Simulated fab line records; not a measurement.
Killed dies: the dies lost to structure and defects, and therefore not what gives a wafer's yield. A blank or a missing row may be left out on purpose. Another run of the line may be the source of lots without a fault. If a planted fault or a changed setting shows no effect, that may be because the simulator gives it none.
Which tool is to blame? || flow berkeley cmos170 || 7 lots with 21 wafers sampled at 2 steps, on a route of 331 steps

== WHAT THE GAUGES SHOWED, per wafer ==
UCB170_CONTACT_CD_MEAS_90: target cd 700 nm.
{"lot": "L897", "measured": "day 7 14:53", "on": "cd sem-01", "cd nm (nm)": "700.9 696.8 698.1"}
{"lot": "L901", "measured": "day 8 05:17", "on": "cd sem-01", "cd nm (nm)": "700.4 701.5 701.5"}
{"lot": "L907", "measured": "day 9 13:01", "on": "cd sem-02", "cd nm (nm)": "703.3 700.4 702.4"}
{"lot": "L908", "measured": "day 9 15:25", "on": "cd sem-02", "cd nm (nm)": "699.4 697.7 700.3"}
{"lot": "L911", "measured": "day 10 06:06", "on": "cd sem-01", "cd nm (nm)": "707.3 705.9 704.3"}
{"lot": "L916", "measured": "day 11 01:16", "on": "cd sem-01", "cd nm (nm)": "701.0 700.7 700.7"}
{"lot": "L917", "measured": "day 11 03:21", "on": "cd sem-01", "cd nm (nm)": "700.8 699.5 700.6"}

== WHAT TOOL EACH LOT RAN ON (gives the tool, then ch and the chambers of the sampled wafers, and finally the start) ==
{"lot": "L897", "UCB170_CONTACT_ETCH_18": "rie diel-01 ch 0,2,3, day 7 14:00"}
{"lot": "L901", "UCB170_CONTACT_ETCH_18": "rie diel-04 ch 0,1,3, day 8 05:00"}
{"lot": "L907", "UCB170_CONTACT_ETCH_18": "rie diel-04 ch 2,3, day 9 12:00"}
{"lot": "L908", "UCB170_CONTACT_ETCH_18": "rie diel-04 ch 1,3, day 9 15:00"}
{"lot": "L911", "UCB170_CONTACT_ETCH_18": "rie diel-03 ch 1,3, day 10 05:00"}
{"lot": "L916", "UCB170_CONTACT_ETCH_18": "rie diel-04 ch 0,1,3, day 11 01:00"}
{"lot": "L917", "UCB170_CONTACT_ETCH_18": "rie diel-04 ch 1,3, day 11 03:00"}
- UCB170_CONTACT_ETCH_18: etches PSG in CHF3/CF4/Ar, stops on TiSi2, target depth 840 nm, time 195 s.

== THE ANSWER, worked out from the rows above alone ==
Rule: what is usual is taken from the lots themselves. The widest of any qualifying gaps counts: lots, ordered by their means at a reading, are off when they make up no more than a third of the lots, leave a main group of 4 or more, and stand apart from it by 3 or more times the standard deviation of that group's means. The tables above print the reading to a certain number of digits; a main group whose means all agree to those digits is not used. A lot without any number at a reading at which 4 lots or more have one is off too. The other lots that the step has rows for count as sound.
Off, at UCB170_CONTACT_CD_MEAS_90 on cd nm: L911. Main group: mean 700.3 nm, sd 1.2.
A tool fits if, at a process step before that reading, it ran every lot that is off, and no sound lot after the first of them. Those tools and the gauges at UCB170_CONTACT_CD_MEAS_90 are tried in the same way. One fits: UCB170_CONTACT_ETCH_18 on rie diel-03. It ran no sound lot before its first lot that is off in this sample, so the start can't be narrowed down.

== WHAT WAS PUT IN BY THE SIMULATOR ==
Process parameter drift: rie diel-03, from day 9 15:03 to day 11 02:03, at UCB170_CONTACT_ETCH_18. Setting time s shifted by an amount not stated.
Struck lots among those shown: L911. The rule given above showed the same thing.
